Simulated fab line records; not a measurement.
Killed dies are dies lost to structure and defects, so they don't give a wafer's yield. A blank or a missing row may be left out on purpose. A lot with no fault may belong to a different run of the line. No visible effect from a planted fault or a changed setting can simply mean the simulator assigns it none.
The tool behind it: which one? || flow berkeley cmos170 || at 1 step of a route of 331, 7 lots with 21 wafers sampled

WHAT EACH GAUGE READ, for each wafer
UCB170_FIELD_THK_MEAS_90.
{"lot": "L442", "measured": "day 5 23:53", "on": "film metro-03", "FIELD_OXIDE_LEFT_1_THK (nm)": "428 423 430"}
{"lot": "L443", "measured": "day 6 22:08", "on": "film metro-03", "FIELD_OXIDE_LEFT_1_THK (nm)": "429 428 440"}
{"lot": "L446", "measured": "day 7 02:20", "on": "film metro-03", "FIELD_OXIDE_LEFT_1_THK (nm)": "421 422 426"}
{"lot": "L451", "measured": "day 7 13:43", "on": "film metro-01", "FIELD_OXIDE_LEFT_1_THK (nm)": "429 434 439"}
{"lot": "L458", "measured": "day 9 04:40", "on": "film metro-03", "FIELD_OXIDE_LEFT_1_THK (nm)": "435 449 437"}
{"lot": "L463", "measured": "day 9 20:34", "on": "film metro-04", "FIELD_OXIDE_LEFT_1_THK (nm)": "426 449 432"}
{"lot": "L460", "measured": "day 9 20:46", "on": "film metro-03", "FIELD_OXIDE_LEFT_1_THK (nm)": "412 413 416"}

EACH LOT AND THE TOOL THAT RAN IT (in order: tool; ch and the chambers of the sampled wafers; start)
There is no process step in the record ahead of these readings.

THE ANSWER, worked out from the rows above alone
Rule: usual is defined by the lots themselves. The widest of any qualifying gaps counts: lots, ordered by their means at a reading, are off when they make up no more than a third of the lots, leave a main group of 4 or more, and stand apart from it by 3 or more times the standard deviation of that group's means. The tables above print the reading to a certain number of digits; a main group whose means all agree to those digits is not used. Also off: a lot with no number at a reading for which 4 or more lots have one. Any other lot the step has rows for is counted as sound.
No lot is off at any reading shown: from this, nothing can be told.

WHAT THE SIMULATOR HAD PUT IN
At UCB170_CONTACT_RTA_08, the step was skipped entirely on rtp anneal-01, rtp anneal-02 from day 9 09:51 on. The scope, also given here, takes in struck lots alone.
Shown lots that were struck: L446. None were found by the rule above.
